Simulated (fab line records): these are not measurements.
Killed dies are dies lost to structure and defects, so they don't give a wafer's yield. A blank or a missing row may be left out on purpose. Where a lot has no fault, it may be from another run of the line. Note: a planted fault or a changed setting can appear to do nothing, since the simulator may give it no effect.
What tool caused it? / flow berkeley cmos170 / 7 lots with 21 wafers sampled at 2 steps, on a route of 331 steps

== WHAT EACH GAUGE READ, for each wafer ==
UCB170_NSD_CD_MEAS_06: target cd 1200 nm.
lot=L270; measured=day 7 12:43; on=cd sem-02; cd nm (nm)=1200.9 1201.0 1200.3
lot=L271; measured=day 7 12:27; on=cd sem-02; cd nm (nm)=1199.4 1199.0 1199.4
lot=L278; measured=day 8 02:37; on=cd sem-02; cd nm (nm)=1199.8 1200.2 1200.2
lot=L276; measured=day 8 02:13; on=cd sem-02; cd nm (nm)=1200.9 1201.9 1201.4
lot=L279; measured=day 9 01:17; on=cd sem-01; cd nm (nm)=1200.9 1200.1 1200.9
lot=L290; measured=day 11 05:07; on=cd sem-01; cd nm (nm)=1198.8 1200.2 1199.6
lot=L292; measured=day 11 19:32; on=cd sem-01; cd nm (nm)=1200.0 1199.3 1198.8

== WHICH TOOL RAN EACH LOT (tool, then ch and the chambers of the sampled wafers, then the start) ==
lot=L270; UCB170_NSD_SOFTBAKE_02=litho track-02 ch 0, day 7 11:36
lot=L271; UCB170_NSD_SOFTBAKE_02=litho track-04 ch 0, day 7 11:26
lot=L278; UCB170_NSD_SOFTBAKE_02=litho track-04 ch 0, day 8 01:52
lot=L276; UCB170_NSD_SOFTBAKE_02=litho track-01 ch 0, day 8 01:32
lot=L279; UCB170_NSD_SOFTBAKE_02=litho track-02 ch 0, day 9 00:44
lot=L290; UCB170_NSD_SOFTBAKE_02=litho track-02 ch 0, day 11 04:09
lot=L292; UCB170_NSD_SOFTBAKE_02=litho track-01 ch 0, day 11 18:40
- UCB170_NSD_SOFTBAKE_02: time 60 s.

== THE ANSWER, worked out from the rows above alone ==
Rule: usual is defined by the lots themselves. The widest of any qualifying gaps counts: lots, ordered by their means at a reading, are off when they make up no more than a third of the lots, leave a main group of 4 or more, and stand apart from it by 3 or more times the standard deviation of that group's means. A main group is skipped when, at the precision printed for the reading in the tables above, its means are all equal. A lot without any number at a reading at which 4 lots or more have one is off too. Where the step has rows for the other lots, those lots are counted as sound.
No lot is off at any reading shown: from this, nothing can be told.

== WHAT THE SIMULATOR HAD INSERTED ==
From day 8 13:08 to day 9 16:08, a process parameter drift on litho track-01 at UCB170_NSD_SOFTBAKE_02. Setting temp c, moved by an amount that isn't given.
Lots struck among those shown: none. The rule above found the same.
